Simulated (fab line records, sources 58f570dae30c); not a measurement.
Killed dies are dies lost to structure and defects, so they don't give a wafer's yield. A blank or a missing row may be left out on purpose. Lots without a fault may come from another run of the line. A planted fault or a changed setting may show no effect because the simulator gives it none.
Tool commonality check | flow berkeley_cmos170 | 15 lots, 45 wafers sampled

WHY IT WAS OPENED
At UCB170_PSD_TW_MEAS_10 the reading PSD_TW is flagged on 3 of 15 lots. Wafers without a fault read 2346, standard deviation 20.
Rule: a lot is flagged when every wafer of it that has a number lies more than 4 standard deviations from that mean, or none has a number. The other lots count as sound.

lot  | measured     | on            | PSD_TW, wafer by wafer | flag
L836 | day 8 11:23  | film_metro-03 | 2309 2318 2310         |
L837 | day 9 00:31  | film_metro-01 | 2358 2357 2355         |
L838 | day 9 00:48  | film_metro-04 | 2374 2381 2373         |
L840 | day 9 13:08  | film_metro-01 | 2343 2352 2342         |
L843 | day 10 03:10 | film_metro-03 | 2321 2325 2333         |
L842 | day 10 06:31 | film_metro-04 | 30 30 31               | FLAGGED
L846 | day 10 06:47 | film_metro-04 | 31 31 31               | FLAGGED
L844 | day 10 06:52 | film_metro-03 | 30 30 30               | FLAGGED
L847 | day 10 20:32 | film_metro-03 | 2319 2325 2329         |
L849 | day 11 08:44 | film_metro-04 | 2350 2351 2366         |
L853 | day 11 09:17 | film_metro-01 | 2351 2355 2353         |
L855 | day 11 19:59 | film_metro-01 | 2349 2350 2353         |
L854 | day 11 20:05 | film_metro-04 | 2364 2361 2359         |
L856 | day 12 10:55 | film_metro-01 | 2358 2346 2355         |
L859 | day 12 19:36 | film_metro-04 | 2351 2369 2355         |
The numbers of the flagged lots are 30 on average: -2316 against the usual, or -99 or more standard deviations.

WHICH TOOL RAN EACH LOT
The record holds 4 process steps before the reading, out of a route of 331 steps. In each cell: the tool, then ch and the chambers that the sampled wafers went through, then the start.
lot  | flag    | UCB170_GATE_STRIP_16                 | UCB170_NLDD_STRIP_10                 | UCB170_SPACER_CVD_00            | UCB170_PSD_STRIP_09
L836 |         | plasma_asher-02 ch 0,1, day 7 23:37  | plasma_asher-04 ch 0,1, day 8 05:53  | pecvd-03 ch 1,2, day 8 06:21    | plasma_asher-03 ch 0,1, day 8 11:17
L837 |         | plasma_asher-02 ch 0,1, day 8 11:54  | plasma_asher-04 ch 0,1, day 8 15:53  | pecvd-03 ch 1,2, day 8 16:14    | plasma_asher-01 ch 0,1, day 9 00:25
L838 |         | plasma_asher-01 ch 0,1, day 8 12:09  | plasma_asher-02 ch 0,1, day 8 16:08  | pecvd-04 ch 0,1, day 8 16:28    | plasma_asher-03 ch 0,1, day 9 00:41
L840 |         | plasma_asher-02 ch 0,1, day 8 22:25  | plasma_asher-03 ch 0,1, day 9 03:47  | pecvd-01 ch 1,2, day 9 04:07    | plasma_asher-01 ch 0,1, day 9 13:02
L843 |         | plasma_asher-01 ch 0,1, day 9 16:50  | plasma_asher-03 ch 0,1, day 9 21:45  | pecvd-01 ch 0,1,2, day 9 22:16  | plasma_asher-03 ch 0,1, day 10 03:04
L842 | FLAGGED | plasma_asher-02 ch 0,1, day 9 17:11  | plasma_asher-03 ch 0,1, day 9 23:52  | pecvd-03 ch 0,1, day 10 00:22   | plasma_asher-03 ch 0,1, day 10 06:25
L846 | FLAGGED | plasma_asher-01 ch 0,1, day 9 17:35  | plasma_asher-04 ch 0,1, day 10 00:58 | pecvd-01 ch 0,1,2, day 10 02:16 | plasma_asher-02 ch 0,1, day 10 06:41
L844 | FLAGGED | plasma_asher-04 ch 0,1, day 9 16:57  | plasma_asher-02 ch 0,1, day 9 23:54  | pecvd-04 ch 0,2, day 10 00:43   | plasma_asher-01 ch 0,1, day 10 06:46
L847 |         | plasma_asher-01 ch 0,1, day 10 04:35 | plasma_asher-02 ch 0,1, day 10 11:26 | pecvd-04 ch 0,2, day 10 11:49   | plasma_asher-01 ch 0,1, day 10 20:26
L849 |         | plasma_asher-02 ch 0,1, day 10 19:52 | plasma_asher-03 ch 0,1, day 11 01:42 | pecvd-03 ch 0,1,2, day 11 02:02 | plasma_asher-03 ch 0,1, day 11 08:38
L853 |         | plasma_asher-04 ch 0,1, day 10 19:53 | plasma_asher-03 ch 0,1, day 11 02:16 | pecvd-03 ch 0,1,2, day 11 02:40 | plasma_asher-02 ch 0,1, day 11 09:11
L855 |         | plasma_asher-02 ch 0,1, day 11 04:51 | plasma_asher-03 ch 1, day 11 11:11   | pecvd-03 ch 0,1, day 11 11:31   | plasma_asher-02 ch 0,1, day 11 19:52
L854 |         | plasma_asher-01 ch 0, day 11 04:41   | plasma_asher-04 ch 0,1, day 11 10:34 | pecvd-01 ch 0,2, day 11 10:54   | plasma_asher-03 ch 0, day 11 19:59
L856 |         | plasma_asher-01 ch 0,1, day 11 20:17 | plasma_asher-03 ch 0,1, day 12 00:33 | pecvd-04 ch 0,2, day 12 00:53   | plasma_asher-01 ch 0,1, day 12 10:48
L859 |         | plasma_asher-01 ch 0,1, day 12 07:45 | plasma_asher-03 ch 0,1, day 12 14:13 | pecvd-04 ch 0,2, day 12 14:34   | plasma_asher-03 ch 0,1, day 12 19:31
What these steps do:
- UCB170_GATE_STRIP_16: strips in O2.
- UCB170_NLDD_STRIP_10: strips in O2.
- UCB170_SPACER_CVD_00: deposits SiO2 from TEOS/O2, target thk 376 nm, time 47 s.
- UCB170_PSD_STRIP_09: strips in O2.
- UCB170_PSD_TW_MEAS_10

FLAGGED OVER TOTAL, TOOL BY TOOL (the gauges that took the reading come last)
step                  | tool            | lots run | flagged | share of the flagged lots | sound lots run after its first flagged lot
UCB170_GATE_STRIP_16  | plasma_asher-01 | 7        | 1       | some                      | 4 (L847,L854,L856,L859)
UCB170_GATE_STRIP_16  | plasma_asher-02 | 6        | 1       | some                      | 2 (L849,L855)
UCB170_GATE_STRIP_16  | plasma_asher-04 | 2        | 1       | some                      | 1 (L853)
UCB170_NLDD_STRIP_10  | plasma_asher-02 | 3        | 1       | some                      | 1 (L847)
UCB170_NLDD_STRIP_10  | plasma_asher-03 | 8        | 1       | some                      | 5 (L849,L853,L855,L856,L859)
UCB170_NLDD_STRIP_10  | plasma_asher-04 | 4        | 1       | some                      | 1 (L854)
UCB170_SPACER_CVD_00  | pecvd-01        | 4        | 1       | some                      | 1 (L854)
UCB170_SPACER_CVD_00  | pecvd-03        | 6        | 1       | some                      | 3 (L849,L853,L855)
UCB170_SPACER_CVD_00  | pecvd-04        | 5        | 1       | some                      | 3 (L847,L856,L859)
UCB170_PSD_STRIP_09   | plasma_asher-01 | 5        | 1       | some                      | 2 (L847,L856)
UCB170_PSD_STRIP_09   | plasma_asher-02 | 3        | 1       | some                      | 2 (L853,L855)
UCB170_PSD_STRIP_09   | plasma_asher-03 | 7        | 1       | some                      | 3 (L849,L854,L859)
UCB170_PSD_TW_MEAS_10 | film_metro-01   | 5        | 0       | none                      | -
UCB170_PSD_TW_MEAS_10 | film_metro-03   | 4        | 1       | some                      | 1 (L847)
UCB170_PSD_TW_MEAS_10 | film_metro-04   | 6        | 2       | some                      | 3 (L849,L854,L859)

WHAT THE TABLE ALLOWS
No row of the table ran every flagged lot.

WHAT THE SIMULATOR HAD PUT IN
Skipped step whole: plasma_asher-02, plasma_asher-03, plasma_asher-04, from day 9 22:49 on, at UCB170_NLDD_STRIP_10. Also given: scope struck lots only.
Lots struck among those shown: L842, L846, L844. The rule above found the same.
